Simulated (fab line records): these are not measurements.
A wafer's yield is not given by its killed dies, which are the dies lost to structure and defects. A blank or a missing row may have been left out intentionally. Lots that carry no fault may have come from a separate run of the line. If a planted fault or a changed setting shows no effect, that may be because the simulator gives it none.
Problem report in the 8D (eight disciplines) form, filled by code ; flow rit cmos ; the parts of the form that need people (team, actions taken, sign-off) are left out

1. WHAT WENT WRONG
Mean of killed at front end at RIT_M1_PROBE_99: 44 across 6 wafers in 2 lots; on wafers with no fault it is 7 (standard deviation 3.1). Relative to the usual mean, that is a shift of +12 standard deviations.
First observed at day 5 12:45: wafer L206.3, on prober-02. The record has a number at this step for 15 wafers belonging to 5 lots. The rule behind "out" and "out of limits": a value lying over 4 standard deviations away from the usual mean. The rest of the wafers with a number are treated as sound.

2. WHAT IT IS, AND WHAT IT ISN'T
question;is;is not
which readings at this step;killed at front end, killed dies;killed at contacts, killed open, killed short
which lots;L206, L207;L209, L211, L215
which wafers of those lots;all that have a number;-
read on which tools;prober-01, prober-02;-
when;from day 5 12:45;"up to then (0 sound wafers); but 9 sound wafers of L209, L211, L215 came after"

3. SUSPECTS, AND WHAT RULES EACH OUT
Counting: a tool at a process step up to the reading stays a suspect if it ran every lot that is out and no sound lot after the first of them.
- wet bench-04 at RIT_FOX2_WET_ETCH_03 (etches Si3N4 in H3PO4, target depth 195 nm, time 2700 s): kept. It ran every lot that is out, first L206 (day 3 18:34), and no sound lot after that.
After counting, what remains is wet bench-04 at RIT_FOX2_WET_ETCH_03.

4. THE CAUSE (what the simulator had put in)
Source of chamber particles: wet bench-04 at RIT_FOX2_WET_ETCH_03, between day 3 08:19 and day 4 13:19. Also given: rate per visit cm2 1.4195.
This tool alone remained once counting was done.

5. THE CHAIN OF EFFECTS, in route order
Each row: a reading whose mean over the struck wafers that have a number lies more than 3 standard deviations from the usual. Only readings for which the record gives a usual standard deviation are gone through. hours: the time from each lot's start at the first step in this table that gives one to its start at this step, as a median over the lots. sigmas: the change in usual standard deviations.
hours;step;reading;usual;on struck wafers;change;sigmas
0;RIT_M1_PROBE_99;killed at front end;7;44;+37;+12
0;RIT_M1_PROBE_99;killed dies;7;44;+37;+12
0;RIT_M1_PROBE_99;killed on rim;1.8;8.2;+6.4;+4.5
Its process steps:
- RIT_M1_PROBE_99

6. WHAT WOULD HAVE CAUGHT IT SOONER
First out-of-limits reading in this record: day 5 12:45, which is 52 hours after fault onset at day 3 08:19.
An alarm limit of 4 standard deviations would not have fired on the tool readings at RIT_FOX2_WET_ETCH_03 for which the record gives a usual standard deviation, since none of them was out on any struck wafer.
By day 5 12:45, every lot that is out (2) had started RIT_FOX2_WET_ETCH_03 on wet bench-04. Had the tool been put on hold then, not one of them would have been saved.
